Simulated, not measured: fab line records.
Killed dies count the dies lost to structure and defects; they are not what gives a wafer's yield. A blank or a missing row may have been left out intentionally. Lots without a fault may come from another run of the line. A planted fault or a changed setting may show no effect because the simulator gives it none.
Which tool did it? + flow berkeley cmos170 + 14 lots, 42 wafers sampled, at 5 steps of a route of 331

WHAT EACH GAUGE READ, for each wafer
UCB170_ACTIVE_THK_MEAS_03. Usual: ACTIVE_OXIDE_THK 26.7 nm, standard deviation 0.44.
| lot  | measured    | on            | ACTIVE_OXIDE_THK (nm) | flag |
|------|-------------|---------------|-----------------------|------|
| L975 | day 4 15:08 | film metro-04 | 26.2 25.8 26.5        |      |
| L976 | day 4 15:10 | film metro-02 | 26.6 26.8 26.3        |      |
| L979 | day 5 07:01 | film metro-02 | 26.8 27.1 27.1        |      |
| L980 | day 5 07:01 | film metro-01 | 27.0 26.5 26.6        |      |
| L981 | day 5 19:38 | film metro-01 | 27.1 27.1 26.9        |      |
| L982 | day 5 19:41 | film metro-01 | 26.7 26.8 26.5        |      |
| L988 | day 7 03:25 | film metro-04 | 26.1 26.4 26.2        |      |
| L989 | day 7 10:23 | film metro-04 | 26.4 26.3 26.2        |      |
| L991 | day 8 02:45 | film metro-04 | 26.5 26.4 26.6        |      |
| L992 | day 8 10:52 | film metro-04 | 26.3 27.2 26.8        |      |
| L995 | day 8 15:58 | film metro-01 | 25.5 26.2 26.2        |      |
| L996 | day 8 22:46 | film metro-04 | 26.8 26.7 26.8        |      |
| L997 | day 8 22:46 | film metro-01 | 27.1 27.1 27.2        |      |
| L998 | day 9 10:16 | film metro-02 | 26.7 27.1 27.1        |      |

UCB170_PVT_TW_MEAS_09. Usual: PVT_TW 510, standard deviation 8.4.
| lot  | measured     | on            | PVT_TW      | flag |
|------|--------------|---------------|-------------|------|
| L975 | day 6 16:56  | film metro-03 | 522 518 519 |      |
| L976 | day 6 17:23  | film metro-03 | 522 518 520 |      |
| L979 | day 7 09:07  | film metro-04 | 512 511 510 |      |
| L980 | day 7 08:51  | film metro-04 | 511 510 508 |      |
| L981 | day 7 22:05  | film metro-04 | 487 483 484 | OFF  |
| L982 | day 7 21:32  | film metro-02 | 467 468 472 | OFF  |
| L988 | day 9 08:44  | film metro-04 | 510 508 506 |      |
| L989 | day 9 09:06  | film metro-02 | 499 501 499 |      |
| L991 | day 10 01:25 | film metro-04 | 513 513 510 |      |
| L992 | day 10 12:34 | film metro-03 | 522 518 519 |      |
| L995 | day 10 12:58 | film metro-03 | 521 517 521 |      |
| L996 | day 10 23:24 | film metro-04 | 509 514 515 |      |
| L997 | day 10 23:31 | film metro-03 | 521 521 519 |      |
| L998 | day 11 06:25 | film metro-04 | 508 506 507 |      |

UCB170_GATE_CD_MEAS_12 targets a cd of 350 nm. Usual: 350.0 nm for cd nm, sd 1.2.
| lot  | measured     | on        | cd nm (nm)        | flag |
|------|--------------|-----------|-------------------|------|
| L975 | day 7 08:13  | cd sem-01 | 349.0 348.5 348.8 |      |
| L976 | day 7 08:26  | cd sem-01 | 352.0 350.8 351.0 |      |
| L979 | day 7 21:42  | cd sem-02 | 346.7 348.0 347.8 |      |
| L980 | day 7 21:26  | cd sem-01 | 350.8 350.6 349.6 |      |
| L981 | day 8 12:49  | cd sem-01 | 349.4 349.7 349.6 |      |
| L982 | day 8 13:06  | cd sem-01 | 349.5 347.9 349.0 |      |
| L988 | day 9 22:24  | cd sem-01 | 351.1 351.1 350.6 |      |
| L989 | day 9 22:07  | cd sem-02 | 351.7 352.8 351.4 |      |
| L991 | day 10 15:35 | cd sem-01 | 349.1 349.8 349.6 |      |
| L992 | day 11 01:25 | cd sem-02 | 350.5 351.0 350.1 |      |
| L995 | day 11 01:32 | cd sem-01 | 348.6 349.4 349.2 |      |
| L996 | day 11 14:33 | cd sem-01 | 350.4 350.3 348.7 |      |
| L997 | day 11 14:50 | cd sem-01 | 351.5 351.9 351.0 |      |
| L998 | day 11 19:58 | cd sem-01 | 349.4 348.7 349.8 |      |

WHICH TOOL RAN EACH LOT (tool, then ch and the chambers of the sampled wafers, then the start)
| lot  | UCB170_PFIELD_STRIP_08              | UCB170_PVT_IMPLANT_07           |
|------|-------------------------------------|---------------------------------|
| L975 | plasma asher-02 ch 0,1, day 5 06:41 | implanter-01 ch 0, day 6 16:43  |
| L976 | plasma asher-01 ch 0,1, day 5 06:40 | implanter-02 ch 0, day 6 17:08  |
| L979 | plasma asher-02 ch 0,1, day 5 21:54 | implanter-01 ch 0, day 7 08:52  |
| L980 | plasma asher-04 ch 0,1, day 5 21:37 | implanter-03 ch 0, day 7 08:36  |
| L981 | plasma asher-02 ch 0,1, day 6 06:59 | implanter-01 ch 0, day 7 21:51  |
| L982 | plasma asher-01 ch 0,1, day 6 07:37 | implanter-01 ch 0, day 7 21:18  |
| L988 | plasma asher-04 ch 0,1, day 7 15:16 | implanter-02 ch 0, day 9 08:31  |
| L989 | plasma asher-01 ch 0,1, day 7 21:20 | implanter-02 ch 0, day 9 08:50  |
| L991 | plasma asher-01 ch 0,1, day 8 14:13 | implanter-02 ch 0, day 10 01:10 |
| L992 | plasma asher-04 ch 0,1, day 9 00:22 | implanter-03 ch 0, day 10 12:20 |
| L995 | plasma asher-01 ch 0,1, day 9 01:54 | implanter-02 ch 0, day 10 12:34 |
| L996 | plasma asher-01 ch 0,1, day 9 11:13 | implanter-01 ch 0, day 10 23:09 |
| L997 | plasma asher-01 ch 0,1, day 9 10:52 | implanter-02 ch 0, day 10 23:17 |
| L998 | plasma asher-02 ch 0,1, day 9 21:07 | implanter-01 ch 0, day 11 06:10 |
- UCB170_PFIELD_STRIP_08: strips in O2.
- UCB170_PVT_IMPLANT_07

AS READ BY THE TOOLS THEMSELVES (means over the sampled wafers that have a number; for cases with no such wafer, the mark the record gives instead)
UCB170_PFIELD_STRIP_08. Usual: drypump motor current A 5.7 A, standard deviation 0.64; o2 flow sccm 399.9 sccm, standard deviation 1.2; oes product au 0.734 a.u., standard deviation 0.0047; strip time to endpoint s 21.61 s, standard deviation 0.065.
| lot  | tool            | drypump motor current A (A) | o2 flow sccm (sccm) | oes product au (a.u.) | strip time to endpoint s (s) | flag |
|------|-----------------|-----------------------------|---------------------|-----------------------|------------------------------|------|
| L975 | plasma asher-02 | 5.4                         | 399.8               | 0.739                 | 21.57                        |      |
| L976 | plasma asher-01 | 5.9                         | 400.5               | 0.735                 | 21.61                        |      |
| L979 | plasma asher-02 | 5.4                         | 399.1               | 0.737                 | 21.65                        |      |
| L980 | plasma asher-04 | 5.1                         | 398.9               | 0.727                 | 21.64                        |      |
| L981 | plasma asher-02 | 5.7                         | 399.4               | 0.729                 | 21.60                        |      |
| L982 | plasma asher-01 | 6.2                         | 400.3               | 0.736                 | 21.69                        |      |
| L988 | plasma asher-04 | 5.6                         | 400.2               | 0.733                 | 21.57                        |      |
| L989 | plasma asher-01 | 6.2                         | 400.3               | 0.737                 | 21.60                        |      |
| L991 | plasma asher-01 | 5.9                         | 400.3               | 0.734                 | 21.62                        |      |
| L992 | plasma asher-04 | 5.1                         | 399.7               | 0.737                 | 21.59                        |      |
| L995 | plasma asher-01 | 6.2                         | 398.4               | 0.732                 | 21.68                        |      |
| L996 | plasma asher-01 | 6.2                         | 400.1               | 0.730                 | 21.65                        |      |
| L997 | plasma asher-01 | 5.8                         | 400.6               | 0.737                 | 21.54                        |      |
| L998 | plasma asher-02 | 5.4                         | 400.0               | 0.732                 | 21.44                        |      |

UCB170_PVT_IMPLANT_07. Usual: beam energy keV 30.001, standard deviation 0.0099; dose ions cm2 1.9998e+12, standard deviation 2.1e+09.
| lot  | tool         | beam energy keV | dose ions cm2 | flag |
|------|--------------|-----------------|---------------|------|
| L975 | implanter-01 | 29.998          | 1.9990e+12    |      |
| L976 | implanter-02 | 30.013          | 1.9997e+12    |      |
| L979 | implanter-01 | 30.010          | 2.0016e+12    |      |
| L980 | implanter-03 | 30.004          | 2.0005e+12    |      |
| L981 | implanter-01 | 24.597          | 1.9998e+12    | OFF  |
| L982 | implanter-01 | 24.611          | 1.9992e+12    | OFF  |
| L988 | implanter-02 | 30.013          | 1.9973e+12    |      |
| L989 | implanter-02 | 29.992          | 2.0001e+12    |      |
| L991 | implanter-02 | 30.003          | 1.9974e+12    |      |
| L992 | implanter-03 | 29.998          | 2.0007e+12    |      |
| L995 | implanter-02 | 29.984          | 2.0010e+12    |      |
| L996 | implanter-01 | 30.012          | 2.0021e+12    |      |
| L997 | implanter-02 | 30.011          | 1.9991e+12    |      |
| L998 | implanter-01 | 30.004          | 2.0000e+12    |      |

THE ANSWER, worked out from the rows above alone
Rule: a lot is off if the mean of its wafers that have a number lies more than 3 standard deviations from the usual mean. A lot without any number at a reading at which 4 lots or more have one is off too. The other lots that the step has rows for count as sound. First the gauges in route order, then the tools' own readings, where a lot's mean is used as printed above. The first step at which some lot is off is used, and at that step the reading that is off furthest; a lot without a number counts as furthest.
Off: L981, L982, seen at UCB170_PVT_TW_MEAS_09 (PVT_TW).
A tool fits if, at a process step before that reading, it ran every lot that is off, and no sound lot after the first of them. The gauges at UCB170_PVT_TW_MEAS_09 aren't tried: what is off there is off at UCB170_PVT_IMPLANT_07 too, on other tools, and a gauge's error can't cause that. None of those tried fits.

WHAT THE SIMULATOR PUT IN
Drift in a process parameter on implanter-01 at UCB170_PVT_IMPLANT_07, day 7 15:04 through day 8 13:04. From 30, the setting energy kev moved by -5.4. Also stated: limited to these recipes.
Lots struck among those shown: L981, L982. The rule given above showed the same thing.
